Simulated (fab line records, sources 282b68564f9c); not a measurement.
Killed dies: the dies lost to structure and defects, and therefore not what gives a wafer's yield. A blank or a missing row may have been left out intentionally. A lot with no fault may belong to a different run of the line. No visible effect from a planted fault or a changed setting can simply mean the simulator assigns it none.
fab line records	flow rit-cmos
record: lots: 14	wafers: 42	last-day: 7
route steps=202 shown FOX2@23 PWELL@45 GATE@97 REOX@102 M1@202
lots with no fault: from the same line, run without faults
start-h: hours from the record's first day to the start of the lot's first wafer shown	wait-h: how many hours have passed since the lot's step before this one	" unchanged from the row above	L1.1+2: one row covering several wafers at once	- no value present, or no start provided	* or withheld: withheld	< > ~ a bound
route shown NAME@n: NAME is a module with steps in the file, n the number in the route of the first one	usual: mean/standard deviation of fault-free wafers	same: alike in all rows	chamber/n: place in a boat	sites: the reading at each site	_std_site: the standard deviation of these	_edge_site: inner sites' mean taken away from outer sites' mean	radius-mm: for every site, how far away it sits from the centre of the wafer	mask NAME#n: copy n	behind: tool/chamber where the wafer was last shaped	hold: why the lot was held/for how many hours/how that ended	device: the transistor (n, p or np) that didn't switch	end of line: tests of these same wafers at the route's end	a step given without rows: its recipe and nothing more	killed: the dies lost at the first sort to structure and to defects; this is not the yield of the wafer	map: a wafer's dies, marking killed ones x, the rest . and places with no die _
set.NAME: the run value of the setting; set.NAME@STEP: its run value at that earlier step	model.NAME: the simulator's own value behind a step, which no gauge read
the route's steps for a sample of lots (tables are steps, rows are wafers)
services: a tool's chamber out of use, with start hour (start-h, from the record's first day; less than 0 if before it), hours out, and reason
== steps ==
step: RIT_FOX2_OXIDATION_00
recipe: temp-c: 1100	ambient: H2O	target-thk-a: 3507	p-h2o-torr: 720	ox-time-s: 1130
usual: spike-tc-centre-C: 1102.7/1	spike-tc-load-C: 1128.8/1.5	spike-tc-source-C: 1131.2/2.2	tube-center-temp-C: 1100/0.098	tube_center_temp_C_max: 1102.8/0.47
lot.wafer	tool	chamber	start-h	wait-h	spike-tc-centre-C	spike-tc-load-C	spike-tc-source-C	tube-center-temp-C	tube_center_temp_C_max
L132.1	furnace-01	0	22.05	0.1	1104.5	1129.7	1131.5	1100	1102.9
L132.2	"	0	"	"	1103.4	1129.7	1131.5	1099.9	1102.7
L132.4	"	0	"	"	1101.7	1129.9	1131.2	1100.1	1104.2
L135.1	furnace-01	0	38.85	0.0	1104.5	1129.1	1132.4	1099.9	1102.6
L135.2	"	0	"	"	1103.7	1131.4	1130.4	1100	1103.1
L135.3	"	0	"	"	1104.8	1128.0	1129.9	1100	1103.3
L136.3	furnace-03	0	42.16	0.0	1103.0	1129.5	1125.8	1100.1	1102.7
L136.4	"	0	"	"	1101.0	1128.9	1127.9	1100	1103.0
L136.5	"	0	"	"	1100.8	1129.4	1127.6	1100.1	1102.9
L137.4	furnace-01	0	47.74	0.0	1104.9	1129.1	1132.9	1099.9	1102.4
L137.5	"	0	"	"	1103.5	1131.2	1133.4	1100	1103.1
L137.6	"	0	"	"	1102.8	1129.5	1130.0	1100	1103.7
L138.1	furnace-01	0	52.15	0.0	1103.2	1129.8	1132.7	1100	1103.3
L138.3	"	0	"	"	1103.6	1130.4	1132.1	1100.1	1102.6
L138.6	"	0	"	"	1101.8	1129.6	1131.9	1100.2	1103.0
L140.1	furnace-02	0	64.34	0.4	1102.9	1128.5	1132.5	1100	1102.5
L140.3	"	0	"	"	1104.2	1128.2	1130.7	1100	1102.6
L140.6	"	0	"	"	1102.0	1126.6	1133.5	1100.1	1103.7
L141.4	furnace-02	0	69.39	0.0	1104.3	1126.7	1130.6	1099.9	1102.5
L141.5	"	0	"	"	1102.4	1127.0	1132.9	1100	1102.8
L141.6	"	0	"	"	1103.2	1124.4	1131.5	1099.8	1102.9
L142.1	furnace-01	0	75.74	2.5	1104.1	1129.3	1132.4	1100.1	1103.5
L142.4	"	0	"	"	1103.3	1129.5	1132.9	1100.1	1103.3
L142.5	"	0	"	"	1103.3	1128.7	1134.1	1100	1103.8
L145.1	furnace-02	0	92.08	0.6	1101.7	1128.8	1131.8	1100.1	1103.1
L145.2	"	0	"	"	1104.0	1128.3	1132.2	1100	1104.2
L145.3	"	0	"	"	1102.9	1128.2	1132.0	1100	1102.6
L148.2	furnace-01	0	103.12	0.0	1082.0	1107.8	1109.6	1077.3	1080.6
L148.3	"	0	"	"	1080.3	1105.0	1107.7	1077.4	1079.7
L148.4	"	0	"	"	1079.3	1106.7	1108.4	1077.4	1080.1
L150.1	furnace-01	0	112.19	0.1	1080.9	1105.6	1108.9	1077.4	1080.5
L150.2	"	0	"	"	1081.3	1105.0	1108.8	1077.5	1080.1
L150.4	"	0	"	"	1081.8	1108.4	1107.8	1077.4	1080.1
L151.3	furnace-02	0	117.68	0.0	1101.7	1127.6	1132.0	1099.9	1103.3
L151.5	"	0	"	"	1102.7	1128.7	1134.7	1100	1103.8
L151.6	"	0	"	"	1103.4	1127.8	1129.9	1100.1	1102.3
L153.2	furnace-03	0	128.35	0.0	1101.1	1128.2	1127.5	1099.8	1102.8
L153.4	"	0	"	"	1101.8	1129.3	1126.4	1099.7	1102.2
L153.6	"	0	"	"	1101.0	1130.3	1126.9	1100	1103.6
L154.2	furnace-02	0	133.66	0.6	1099.9	1126.2	1133.7	1099.9	1102.0
L154.4	"	0	"	"	1102.4	1127.4	1132.1	1100.1	1102.7
L154.5	"	0	"	"	1102.1	1127.6	1130.0	1099.8	1102.4
step: RIT_FOX2_THK_MEAS_01
recipe: reads: SiO2_of_FOX2_OXIDATION_00
usual: FOX2_OXIDE_THK: 348/5.5
lot.wafer	tool	chamber	start-h	wait-h	FOX2_OXIDE_THK[nm]
L132.1	film-metro-01	-	23.37	0.0	348
L132.2	"	-	"	"	352
L132.4	"	-	"	"	349
L135.1	film-metro-01	-	40.16	0.0	346
L135.2	"	-	"	"	350
L135.3	"	-	"	"	351
L136.3	film-metro-01	-	43.50	0.0	349
L136.4	"	-	"	"	355
L136.5	"	-	"	"	353
L137.4	film-metro-03	-	49.08	0.0	343
L137.5	"	-	"	"	340
L137.6	"	-	"	"	349
L138.1	film-metro-02	-	53.47	0.0	348
L138.3	"	-	"	"	346
L138.6	"	-	"	"	340
L140.1	film-metro-02	-	65.66	0.0	348
L140.3	"	-	"	"	348
L140.6	"	-	"	"	345
L141.4	film-metro-01	-	70.73	0.0	356
L141.5	"	-	"	"	353
L141.6	"	-	"	"	353
L142.1	film-metro-01	-	77.06	0.0	346
L142.4	"	-	"	"	350
L142.5	"	-	"	"	352
L145.1	film-metro-03	-	93.40	0.0	341
L145.2	"	-	"	"	335
L145.3	"	-	"	"	339
L148.2	film-metro-03	-	104.44	0.0	304
L148.3	"	-	"	"	301
L148.4	"	-	"	"	303
L150.1	film-metro-03	-	113.51	0.0	310
L150.2	"	-	"	"	305
L150.4	"	-	"	"	313
L151.3	film-metro-03	-	119.02	0.0	365
L151.5	"	-	"	"	355
L151.6	"	-	"	"	353
L153.2	film-metro-02	-	129.67	0.0	340
L153.4	"	-	"	"	344
L153.6	"	-	"	"	343
L154.2	film-metro-02	-	134.98	0.0	350
L154.4	"	-	"	"	352
L154.5	"	-	"	"	353
step: RIT_FOX2_THK_MEAS_90
recipe: reads: SiO2_of_FOX2_OXIDATION_00
usual: FIELD_OXIDE_LEFT_1_THK: 321/5.6
lot.wafer	tool	chamber	start-h	wait-h	FIELD_OXIDE_LEFT_1_THK[nm]
L132.1	film-metro-01	-	24.24	0.0	320
L132.2	"	-	"	"	325
L132.4	"	-	"	"	321
L135.1	film-metro-01	-	41.11	0.0	319
L135.2	"	-	"	"	323
L135.3	"	-	"	"	324
L136.3	film-metro-02	-	44.46	0.0	321
L136.4	"	-	"	"	327
L136.5	"	-	"	"	326
L137.4	film-metro-01	-	49.96	0.0	315
L137.5	"	-	"	"	312
L137.6	"	-	"	"	322
L138.1	film-metro-02	-	55.47	0.0	321
L138.3	"	-	"	"	319
L138.6	"	-	"	"	312
L140.1	film-metro-03	-	66.54	0.0	320
L140.3	"	-	"	"	320
L140.6	"	-	"	"	317
L141.4	film-metro-01	-	71.68	0.0	329
L141.5	"	-	"	"	327
L141.6	"	-	"	"	326
L142.1	film-metro-02	-	77.93	0.0	319
L142.4	"	-	"	"	322
L142.5	"	-	"	"	324
L145.1	film-metro-01	-	94.27	0.0	314
L145.2	"	-	"	"	308
L145.3	"	-	"	"	312
L148.2	film-metro-02	-	105.32	0.0	277
L148.3	"	-	"	"	273
L148.4	"	-	"	"	276
L150.1	film-metro-02	-	114.38	0.0	282
L150.2	"	-	"	"	277
L150.4	"	-	"	"	285
L151.3	film-metro-01	-	119.89	0.0	337
L151.5	"	-	"	"	328
L151.6	"	-	"	"	326
L153.2	film-metro-01	-	130.55	0.0	313
L153.4	"	-	"	"	316
L153.6	"	-	"	"	316
L154.2	film-metro-01	-	136.62	0.0	322
L154.4	"	-	"	"	325
L154.5	"	-	"	"	326
step: RIT_PWELL_OVL_MEAS_06
usual: PWELL_OVL: -0.6/1.5
lot.wafer	tool	chamber	start-h	wait-h	PWELL_OVL[nm]
L132.1	overlay-01	-	27.14	-	-1.5
L132.2	"	-	"	"	-2.7
L132.4	"	-	"	"	-2.3
L135.1	overlay-02	-	43.85	-	-0.4
L135.2	"	-	"	"	-0.2
L135.3	"	-	"	"	-1.3
L136.3	overlay-02	-	47.06	-	-2.4
L136.4	"	-	"	"	-0.8
L136.5	"	-	"	"	-3.4
L137.4	overlay-02	-	52.81	-	-3.3
L137.5	"	-	"	"	-1.7
L137.6	"	-	"	"	-2.9
L138.1	overlay-01	-	58.21	-	-1.0
L138.3	"	-	"	"	-0.5
L138.6	"	-	"	"	-0.4
L140.1	overlay-02	-	69.15	-	-0.5
L140.3	"	-	"	"	-0.1
L140.6	"	-	"	"	0.0
L141.4	overlay-02	-	74.29	-	-3.3
L141.5	"	-	"	"	-2.3
L141.6	"	-	"	"	0.1
L142.1	overlay-01	-	80.47	-	1.8
L142.4	"	-	"	"	-1.7
L142.5	"	-	"	"	1.1
L145.1	overlay-02	-	97.18	-	-1.3
L145.2	"	-	"	"	-2.3
L145.3	"	-	"	"	-1.9
L148.2	overlay-02	-	108.05	-	-1.1
L148.3	"	-	"	"	-2.8
L148.4	"	-	"	"	-2.3
L150.1	overlay-01	-	117.13	-	-1.1
L150.2	"	-	"	"	-0.9
L150.4	"	-	"	"	-0.7
L151.3	overlay-02	-	122.39	-	-1.9
L151.5	"	-	"	"	-0.5
L151.6	"	-	"	"	1.3
L153.2	overlay-01	-	133.29	-	0.6
L153.4	"	-	"	"	-0.4
L153.6	"	-	"	"	1.8
L154.2	overlay-02	-	139.61	-	-1.6
L154.4	"	-	"	"	1.6
L154.5	"	-	"	"	-0.4
step: RIT_FOX2_THK_MEAS_91
recipe: reads: SiO2_of_FOX2_OXIDATION_00
usual: FIELD_OXIDE_LEFT_2_THK: 252/5.4
lot.wafer	tool	chamber	start-h	wait-h	FIELD_OXIDE_LEFT_2_THK[nm]
L132.1	film-metro-01	-	36.81	0.0	252
L132.2	"	-	"	"	256
L132.4	"	-	"	"	252
L135.1	film-metro-01	-	53.69	0.0	250
L135.2	"	-	"	"	254
L135.3	"	-	"	"	254
L136.3	film-metro-02	-	56.83	0.0	253
L136.4	"	-	"	"	260
L136.5	"	-	"	"	258
L137.4	film-metro-01	-	62.51	0.0	247
L137.5	"	-	"	"	244
L137.6	"	-	"	"	254
L138.1	film-metro-03	-	68.00	0.0	253
L138.3	"	-	"	"	251
L138.6	"	-	"	"	244
L140.1	film-metro-01	-	79.27	0.0	252
L140.3	"	-	"	"	252
L140.6	"	-	"	"	250
L141.4	film-metro-02	-	85.47	0.0	260
L141.5	"	-	"	"	258
L141.6	"	-	"	"	257
L142.1	film-metro-02	-	90.51	0.0	250
L142.4	"	-	"	"	254
L142.5	"	-	"	"	256
L145.1	film-metro-03	-	106.91	0.0	246
L145.2	"	-	"	"	240
L145.3	"	-	"	"	244
L148.2	film-metro-01	-	119.01	0.0	208
L148.3	"	-	"	"	205
L148.4	"	-	"	"	208
L150.1	film-metro-02	-	126.80	0.0	214
L150.2	"	-	"	"	209
L150.4	"	-	"	"	217
L151.3	film-metro-02	-	132.31	0.0	268
L151.5	"	-	"	"	259
L151.6	"	-	"	"	257
L153.2	film-metro-01	-	143.05	0.0	244
L153.4	"	-	"	"	248
L153.6	"	-	"	"	248
L154.2	film-metro-01	-	149.25	0.0	254
L154.4	"	-	"	"	257
L154.5	"	-	"	"	258
step: RIT_GATE_CD_MEAS_90
recipe: target-cd-nm: 150
usual: cd-nm: 150.0/2.5
lot.wafer	tool	chamber	start-h	wait-h	cd-nm
L132.1	cd-sem-01	-	41.68	0.1	148.9
L132.2	"	-	"	"	150.0
L132.4	"	-	"	"	147.9
L135.1	cd-sem-02	-	58.54	0.1	147.8
L135.2	"	-	"	"	149.9
L135.3	"	-	"	"	153.0
L136.3	cd-sem-02	-	62.24	0.1	147.7
L136.4	"	-	"	"	150.6
L136.5	"	-	"	"	149.8
L137.4	cd-sem-02	-	67.87	0.1	152.4
L137.5	"	-	"	"	152.0
L137.6	"	-	"	"	150.5
L138.1	cd-sem-02	-	72.69	0.1	151.9
L138.3	"	-	"	"	152.1
L138.6	"	-	"	"	151.3
L140.1	cd-sem-02	-	89.86	0.1	150.1
L140.3	"	-	"	"	149.2
L140.6	"	-	"	"	150.4
L141.4	cd-sem-01	-	93.61	0.1	150.6
L141.5	"	-	"	"	151.1
L141.6	"	-	"	"	148.0
L142.1	cd-sem-01	-	96.44	0.1	148.1
L142.4	"	-	"	"	145.9
L142.5	"	-	"	"	148.2
L145.1	cd-sem-01	-	113.15	0.1	149.8
L145.2	"	-	"	"	151.7
L145.3	"	-	"	"	153.8
L148.2	cd-sem-01	-	123.84	0.1	151.0
L148.3	"	-	"	"	151.1
L148.4	"	-	"	"	151.4
L150.1	cd-sem-02	-	131.93	0.1	148.6
L150.2	"	-	"	"	148.5
L150.4	"	-	"	"	150.9
L151.3	cd-sem-01	-	137.25	0.1	150.7
L151.5	"	-	"	"	150.7
L151.6	"	-	"	"	151.6
L153.2	cd-sem-02	-	149.30	0.1	147.1
L153.4	"	-	"	"	147.4
L153.6	"	-	"	"	147.3
L154.2	cd-sem-02	-	155.88	0.1	146.9
L154.4	"	-	"	"	149.3
L154.5	"	-	"	"	149.1
step: RIT_REOX_THK_MEAS_04
recipe: reads: SiO2_of_REOX_OXIDATION_03
usual: REOX_OXIDE_THK: 25.2/0.57
lot.wafer	tool	chamber	start-h	wait-h	REOX_OXIDE_THK[nm]
L132.1	film-metro-01	-	44.75	0.0	25.3
L132.2	"	-	"	"	25.3
L132.4	"	-	"	"	25.7
L135.1	film-metro-03	-	62.42	0.0	25.3
L135.2	"	-	"	"	25.5
L135.3	"	-	"	"	25.4
L136.3	film-metro-04	-	66.30	0.0	26.0
L136.4	"	-	"	"	25.9
L136.5	"	-	"	"	25.6
L137.4	film-metro-03	-	71.74	0.0	25.2
L137.5	"	-	"	"	25.7
L137.6	"	-	"	"	25.6
L138.1	film-metro-04	-	75.74	0.0	25.4
L138.3	"	-	"	"	25.1
L138.6	"	-	"	"	24.8
L140.1	film-metro-03	-	92.92	0.0	24.6
L140.3	"	-	"	"	24.3
L140.6	"	-	"	"	24.3
L141.4	film-metro-03	-	96.61	0.0	24.6
L141.5	"	-	"	"	24.3
L141.6	"	-	"	"	24.4
L142.1	film-metro-03	-	99.48	0.0	25.4
L142.4	"	-	"	"	25.0
L142.5	"	-	"	"	24.8
L145.1	film-metro-01	-	116.19	0.0	24.8
L145.2	"	-	"	"	25.0
L145.3	"	-	"	"	24.7
L148.2	film-metro-04	-	126.87	0.0	25.3
L148.3	"	-	"	"	25.6
L148.4	"	-	"	"	25.6
L150.1	film-metro-03	-	135.42	0.0	24.6
L150.2	"	-	"	"	24.8
L150.4	"	-	"	"	25.1
L151.3	film-metro-03	-	140.44	0.0	24.3
L151.5	"	-	"	"	24.7
L151.6	"	-	"	"	24.5
L153.2	film-metro-03	-	152.33	0.0	25.7
L153.4	"	-	"	"	25.5
L153.6	"	-	"	"	25.4
L154.2	film-metro-04	-	159.28	0.0	25.1
L154.4	"	-	"	"	25.7
L154.5	"	-	"	"	25.2
step: RIT_M1_PROBE_99
usual: killed-at-contacts: 0.1/0.31	killed-at-front-end: 6.8/2.7	killed-dies: 6.9/2.7	killed-open: 3.3/1.8	killed-short: 3.5/1.8
same: gross-dies: 264	killed_at_M0_to_M3: 0	killed_at_M4_up: 0	killed-at-back-side: 0	killed-at-other: 0
lot.wafer	tool	chamber	start-h	wait-h	killed-at-contacts	killed-at-front-end	killed-dies	killed-open	killed-short
L132.1	prober-01	-	61.46	0.1	0	4	4	2	2
L132.2	prober-01	-	61.51	0.1	0	4	4	3	1
L132.4	prober-01	-	61.61	0.2	0	6	6	2	4
L135.1	prober-01	-	80.61	0.1	0	6	6	1	5
L135.2	prober-01	-	80.66	0.1	0	7	7	4	3
L135.3	prober-01	-	80.71	0.2	0	8	8	5	3
L136.3	prober-02	-	86.53	0.2	0	10	10	7	3
L136.4	prober-02	-	86.58	0.2	0	6	6	2	4
L136.5	prober-02	-	86.63	0.2	0	2	2	0	2
L137.4	prober-01	-	90.26	0.2	0	8	8	4	4
L137.5	prober-01	-	90.31	0.2	0	6	6	3	3
L137.6	prober-01	-	90.36	0.2	0	8	8	6	2
L138.1	prober-02	-	92.06	0.1	0	3	3	1	2
L138.3	prober-02	-	92.16	0.2	0	8	8	3	5
L138.6	prober-02	-	92.31	0.2	0	4	4	2	2
L140.1	prober-01	-	109.76	0.1	0	3	3	2	1
L140.3	prober-01	-	109.86	0.2	0	9	9	5	4
L140.6	prober-01	-	110.01	0.2	0	13	13	4	9
L141.4	prober-02	-	113.71	0.2	0	10	10	4	6
L141.5	prober-02	-	113.76	0.2	0	6	6	2	4
L141.6	prober-02	-	113.81	0.2	0	8	8	5	3
L142.1	prober-01	-	116.91	0.1	0	7	7	4	3
L142.4	prober-01	-	117.06	0.2	0	7	7	1	6
L142.5	prober-01	-	117.11	0.2	0	7	7	5	2
L145.1	prober-02	-	134.44	0.1	0	4	4	2	2
L145.2	prober-02	-	134.49	0.1	0	6	6	3	2
L145.3	prober-02	-	134.54	0.2	0	10	10	7	3
L148.2	prober-01	-	143.49	0.1	0	10	10	7	3
L148.3	prober-01	-	143.54	0.2	0	14	14	10	4
L148.4	prober-01	-	143.59	0.2	0	7	7	2	5
L150.1	prober-01	-	152.06	0.1	0	10	10	4	6
L150.2	prober-01	-	152.11	0.1	1	5	6	4	2
L150.4	prober-01	-	152.21	0.2	0	2	2	0	2
L151.3	prober-02	-	156.94	0.2	0	7	7	4	3
L151.5	prober-02	-	157.04	0.2	0	8	8	2	6
L151.6	prober-02	-	157.09	0.2	0	4	4	3	1
L153.2	prober-02	-	168.70	0.1	0	7	7	4	2
L153.4	prober-02	-	168.80	0.2	0	7	7	5	2
L153.6	prober-02	-	168.90	0.2	0	9	9	3	5
L154.2	prober-01	-	176.09	0.1	1	4	5	3	2
L154.4	prober-01	-	176.19	0.2	0	4	4	3	1
L154.5	prober-01	-	176.24	0.2	0	6	6	3	3
killed by level:class
L132.1 GATE:geometric-particle:open=1 GATE:geometric-particle:short=1 REOX:geometric-particle:short=1 SILICIDE:geometric-particle:open=1
L132.2 GATE:geometric-particle:open=2 FOX1:geometric-particle:open=1 GATE:geometric-particle:short=1
L132.4 REOX:geometric-particle:short=2 GATE:geometric-particle:open=1 GATE:geometric-particle:short=1 SPACER:geometric-particle:open=1 SPACER:geometric-particle:short=1
L135.1 GATE:geometric-particle:short=3 SPACER:geometric-particle:open=1 SPACER:geometric-particle:short=1 SILICIDE:geometric-particle:short=1
L135.2 FOX2:geometric-particle:short=2 REOX:geometric-particle:open=2 GATE:geometric-particle:open=1 SPACER:geometric-particle:short=1 SPACER:geometric-particle:open=1
L135.3 GATE:geometric-particle:open=3 FOX1:geometric-particle:short=2 SILICIDE:geometric-particle:open=2 GATE:geometric-particle:short=1
L136.3 GATE:geometric-particle:open=5 FOX1:geometric-particle:open=2 GATE:geometric-particle:short=2 FOX1:geometric-particle:short=1
L136.4 REOX:geometric-particle:short=2 ACTIVE:geometric-particle:short=1 FOX2:geometric-particle:open=1 GATE:geometric-particle:short=1 REOX:geometric-particle:open=1
L136.5 FOX1:geometric-particle:short=1 GATE:geometric-particle:short=1
L137.4 GATE:geometric-particle:short=2 FOX1:geometric-particle:short=1 FOX2:geometric-particle:open=1 GATE:geometric-particle:open=1 SPACER:geometric-particle:open=1 SPACER:geometric-particle:short=1 SILICIDE:geometric-particle:open=1
L137.5 GATE:geometric-particle:short=3 GATE:geometric-particle:open=2 FOX1:geometric-particle:open=1
L137.6 SILICIDE:geometric-particle:open=3 GATE:geometric-particle:open=2 FOX1:geometric-particle:open=1 FOX1:geometric-particle:short=1 SILICIDE:geometric-particle:short=1
L138.1 FOX1:geometric-particle:short=1 SPACER:geometric-particle:open=1 SILICIDE:geometric-particle:short=1
L138.3 GATE:geometric-particle:short=2 ACTIVE:geometric-particle:short=1 FOX1:geometric-particle:open=1 FOX1:geometric-particle:short=1 GATE:geometric-particle:open=1 REOX:geometric-particle:short=1 SILICIDE:geometric-particle:open=1
L138.6 FOX1:geometric-particle:open=1 GATE:geometric-particle:short=1 SPACER:geometric-particle:open=1 SPACER:geometric-particle:short=1
L140.1 FOX2:geometric-particle:open=2 REOX:geometric-particle:short=1
L140.3 SPACER:geometric-particle:open=3 GATE:geometric-particle:short=2 FOX1:geometric-particle:open=1 FOX1:geometric-particle:short=1 GATE:geometric-particle:open=1 SILICIDE:geometric-particle:short=1
L140.6 FOX1:geometric-particle:short=3 FOX1:geometric-particle:open=2 SILICIDE:geometric-particle:short=2 FOX2:geometric-particle:short=1 GATE:geometric-particle:open=1 GATE:geometric-particle:short=1 REOX:geometric-particle:short=1 SPACER:geometric-particle:short=1
L141.4 REOX:geometric-particle:open=3 GATE:geometric-particle:short=2 SILICIDE:geometric-particle:short=2 FOX2:geometric-particle:open=1 REOX:geometric-particle:short=1 SPACER:geometric-particle:short=1
L141.5 FOX1:geometric-particle:short=2 FOX2:geometric-particle:short=1 REOX:geometric-particle:open=1 SPACER:geometric-particle:short=1 SILICIDE:geometric-particle:open=1
L141.6 GATE:geometric-particle:open=5 REOX:geometric-particle:short=2 GATE:geometric-particle:short=1
L142.1 GATE:geometric-particle:open=2 SILICIDE:geometric-particle:short=2 GATE:geometric-particle:short=1 REOX:geometric-particle:open=1 SILICIDE:geometric-particle:open=1
L142.4 FOX2:geometric-particle:short=2 SILICIDE:geometric-particle:short=2 GATE:geometric-particle:open=1 GATE:geometric-particle:short=1 REOX:geometric-particle:short=1
L142.5 GATE:geometric-particle:open=3 FOX1:geometric-particle:open=1 FOX2:geometric-particle:open=1 GATE:geometric-particle:short=1 SILICIDE:geometric-particle:short=1
L145.1 GATE:geometric-particle:short=2 GATE:geometric-particle:open=1 SILICIDE:geometric-particle:open=1
L145.2 SPACER:geometric-particle:short=2 GATE:geometric-particle:open=1 SPACER:geometric-particle:open=1 SILICIDE:geometric-particle:open=1 PLDD:coat-microbubble-printed=1
L145.3 FOX1:geometric-particle:open=2 GATE:geometric-particle:open=2 SPACER:geometric-particle:open=2 FOX2:geometric-particle:open=1 GATE:geometric-particle:short=1 SPACER:geometric-particle:short=1 SILICIDE:geometric-particle:short=1
L148.2 SILICIDE:geometric-particle:open=3 GATE:geometric-particle:short=2 GATE:geometric-particle:open=2 FOX1:geometric-particle:open=1 REOX:geometric-particle:open=1 SILICIDE:geometric-particle:short=1
L148.3 GATE:geometric-particle:open=6 SILICIDE:geometric-particle:open=3 FOX2:geometric-particle:short=2 GATE:geometric-particle:short=1 SPACER:geometric-particle:open=1 SILICIDE:geometric-particle:short=1
L148.4 GATE:geometric-particle:short=2 SPACER:geometric-particle:short=2 FOX1:geometric-particle:open=1 FOX2:geometric-particle:open=1 FOX2:geometric-particle:short=1
L150.1 GATE:geometric-particle:short=2 FOX1:geometric-particle:open=1 FOX2:geometric-particle:open=1 FOX2:geometric-particle:short=1 GATE:geometric-particle:open=1 REOX:geometric-particle:short=1 SPACER:geometric-particle:short=1 SPACER:geometric-particle:open=1
L150.2 SPACER:geometric-particle:open=2 GATE:geometric-particle:short=1 SILICIDE:geometric-particle:short=1 SILICIDE:geometric-particle:open=1 CONTACT:geometric-particle:open=1
L150.4 GATE:geometric-particle:short=1 SPACER:geometric-particle:short=1
L151.3 SPACER:geometric-particle:open=3 SPACER:geometric-particle:short=2 REOX:geometric-particle:short=1 REOX:geometric-particle:open=1
L151.5 GATE:geometric-particle:short=4 GATE:geometric-particle:open=1 REOX:geometric-particle:short=1 SPACER:geometric-particle:open=1 SPACER:geometric-particle:short=1
L151.6 SPACER:geometric-particle:open=2 REOX:geometric-particle:short=1 REOX:geometric-particle:open=1
L153.2 GATE:geometric-particle:open=2 FOX1:geometric-particle:open=1 GATE:geometric-particle:short=1 REOX:geometric-particle:open=1 SPACER:geometric-particle:short=1 PWELL:coat-microbubble-printed=1
L153.4 GATE:geometric-particle:open=5 FOX1:geometric-particle:short=1 GATE:geometric-particle:short=1
L153.6 FOX1:geometric-particle:short=3 GATE:geometric-particle:open=2 GATE:geometric-particle:short=2 REOX:geometric-particle:open=1 NWELL:coat-microbubble-printed=1
L154.2 FOX2:geometric-particle:short=1 FOX2:geometric-particle:open=1 GATE:geometric-particle:short=1 GATE:geometric-particle:open=1 CONTACT:geometric-particle:open=1
L154.4 FOX2:geometric-particle:open=3 GATE:geometric-particle:short=1
L154.5 GATE:geometric-particle:short=2 SILICIDE:geometric-particle:open=2 FOX2:geometric-particle:open=1 SPACER:geometric-particle:short=1
== services ==
tool	chamber	start-h	hours	kind
furnace-02	-	4.89	3.9	pm
furnace-01	-	41.66	4.0	pm
furnace-03	-	52.84	16.2	repair
furnace-03	-	69.08	15.7	pm
furnace-02	-	74.13	13.5	pm
furnace-02	-	98.00	2.6	pm
furnace-01	-	129.02	3.8	pm
== key ==
first-sign: step: RIT_FOX2_OXIDATION_00	reading: tube-center-temp-C	direction: down	sigmas: 99+	usual: *	struck: *
effect: step: RIT_FOX2_OXIDATION_00	reading: tube_center_temp_C_max	direction: down	sigmas: 49	usual: *	struck: *
effect: step: RIT_FOX2_THK_MEAS_01	reading: FOX2_OXIDE_THK	direction: down	sigmas: 7.6	usual: 348	struck: 306
effect: step: RIT_FOX2_THK_MEAS_90	reading: FIELD_OXIDE_LEFT_1_THK	direction: down	sigmas: 7.5	usual: 321	struck: 278
effect: step: RIT_FOX2_THK_MEAS_91	reading: FIELD_OXIDE_LEFT_2_THK	direction: down	sigmas: 7.7	usual: 252	struck: 210
met-at RIT_FOX2_OXIDATION_00
struck-lots L148,L150
tester-left-out L148,L150
not-acting-at RIT_PWELL_OVL_MEAS_06,RIT_GATE_CD_MEAS_90,RIT_REOX_THK_MEAS_04
onset-between 75.74 103.12
fault: kind: process-parameter-drift	tool: furnace-01	chamber: -	onset-h: 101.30	steps: RIT_FOX2_OXIDATION_00	channel: temp-c	offset: *	shape: step	end-h: 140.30	acts-in: *	stated: *
tester-left-out: of these lots the tester's yield and bins aren't shown, on N5 and GAA mostly nor the transistor test; their killed dies are dies lost to structure and defects alone, not to doping, threshold or leakage, so they don't give the yield
